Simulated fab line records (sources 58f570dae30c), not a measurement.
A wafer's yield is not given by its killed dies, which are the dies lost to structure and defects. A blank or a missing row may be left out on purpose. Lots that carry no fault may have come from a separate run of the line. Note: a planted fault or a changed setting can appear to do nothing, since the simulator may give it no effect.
Struck lot and sound lot, side by side | flow berkeley cmos170 | 20 steps out of a route of 331
Sound: these wafers, L660.2, L660.3, L660.4. The struck wafers were L663.2, L663.5, L663.6. The cause is named last.
Per side, at each step with rows, come the tool, then ch with its chambers, and then its first start. Under that, the readings that differ: sound wafers | struck wafers | difference of the means | sigmas: that difference in standard deviations of wafers without a fault.
alike: readings whose means differ by less than 2 such deviations, and words and numbers that are the same on both sides. not compared: withheld readings, readings that some wafer has no value for, bounds like >300 that may hide the same value, and numbers for which the record gives no deviation and whose values overlap.
A row with sigmas, a row that says differs or no value, or rows on one side alone: a step with any of these is where the two part. Numbers that don't overlap but have no deviation are shown without sigmas and don't part them. Lack of a reading on every wafer of one side parts them only where that side has two or more wafers.

UCB170_M2_SPUTTER_01: material Al, target thk 900 nm, time 120 s.
  struck on pvd sputter-01, day 11 00:44; sound on pvd sputter-02, day 10 18:59
  alike: throttle valve pct
UCB170_M2_RS_MEAS_02: measurement is done with a four-point probe.
  struck on film metro-04, day 11 00:50; sound on film metro-04, day 10 19:05
  alike: M2_AL_RS
UCB170_M2_THK_MEAS_03: measures by xrf.
  struck on film metro-04, day 11 00:56; sound on film metro-04, day 10 19:12
  alike: M2_AL_THK
then, 3 steps without rows for these wafers: UCB170_M2_HMDS_04 (prime time 60 s); UCB170_M2_COAT_05 (resist thk 900 nm); UCB170_M2_SOFTBAKE_06 (time 60 s).
UCB170_M2_STRIP_07: strips in O2.
  sound on plasma asher-01 ch 0,1, day 10 19:42; struck on plasma asher-02 ch 0,1, day 11 01:41
  alike: chamber pressure mTorr, drypump motor current A, oes product au, strip time to endpoint s
  not compared: rf hours counter h
then, 5 steps without rows for these wafers: UCB170_M2_STRIP_08 (strips KrF in DMSO, time 600 s); UCB170_M2_COAT_09; UCB170_M2_COAT_10 (resist thk 900 nm); UCB170_M2_SOFTBAKE_11 (time 60 s); UCB170_M2_EXPOSE_12 (exposes mask METAL2, target cd 700 nm).
UCB170_M2_PEB_13:
  sound on litho track-01 ch 0, day 10 20:41; struck on litho track-04 ch 0, day 11 02:53
  reading                  | sound                | struck               | difference | sigmas
  heater power total W (W) | 56.79 56.81 56.78    | 54.09 53.96 54.09    | -2.75      | -57
  plate temp C (C)         | 129.89 130.06 129.81 | 125.03 125.12 125.18 | -4.81      | -32
then, 1 step without rows for these wafers: UCB170_M2_DEVELOP_14 (develop time 45 s).
UCB170_M2_CD_MEAS_15: target cd 700 nm.
  struck on cd sem-01, day 11 03:10; sound on cd sem-02, day 10 20:58
  reading    | sound             | struck            | difference | sigmas
  cd nm (nm) | 700.8 701.2 701.4 | 740.9 739.0 739.5 | +38.7      | +28
UCB170_M2_OVL_MEAS_16:
  struck on overlay-01, day 11 03:16; sound on overlay-02, day 10 21:04
  alike: M2_OVL
UCB170_M2_ETCH_17: etches BARC in N2/H2.
  sound on rie diel-01 ch 0,3, day 10 21:06; struck on rie diel-01 ch 0,2, day 11 03:18
  reading                | sound             | struck            | difference | sigmas
  throttle valve pct (%) | 12.99 13.34 13.34 | 13.76 13.76 13.32 | +0.39      | +2
  model.M2.cd nm (nm)    | 700.8 701 701.2   | 741.1 739.1 739.5 | +38.9      |
  alike: bias w, chamber pressure mTorr, drypump motor current A, oes product au
UCB170_M2_METAL_ETCH_18: etches Al in Cl2/BCl3, stops on SiO2, target depth 1170 nm, time 195 s.
  sound on rie metal-03 ch 0, day 10 21:12; struck on rie metal-04 ch 0,1, day 11 03:20
  reading             | sound           | struck            | difference | sigmas
  model.M2.cd nm (nm) | 701.6 705.3 703 | 745.4 743.1 741.2 | +39.9      |
  alike: bias w, chamber pressure mTorr, drypump motor current A, oes product au, throttle valve pct
  not compared: rf hours counter h
UCB170_M2_STRIP_19: strips in O2.
  sound on plasma asher-01 ch 0,1, day 10 21:31; struck on plasma asher-03 ch 0,1, day 11 03:32
  alike: chamber pressure mTorr, drypump motor current A, oes product au
  not compared: rf hours counter h
UCB170_M3_PROBE_99:
  rows exist in the record for the sound wafers here (prober-01, day 11 03:13), none for the struck ones

WHERE THEY PART
At UCB170_M2_PEB_13 first; at UCB170_M3_PROBE_99 last (within this record only).

WHY: the cause the simulator had injected
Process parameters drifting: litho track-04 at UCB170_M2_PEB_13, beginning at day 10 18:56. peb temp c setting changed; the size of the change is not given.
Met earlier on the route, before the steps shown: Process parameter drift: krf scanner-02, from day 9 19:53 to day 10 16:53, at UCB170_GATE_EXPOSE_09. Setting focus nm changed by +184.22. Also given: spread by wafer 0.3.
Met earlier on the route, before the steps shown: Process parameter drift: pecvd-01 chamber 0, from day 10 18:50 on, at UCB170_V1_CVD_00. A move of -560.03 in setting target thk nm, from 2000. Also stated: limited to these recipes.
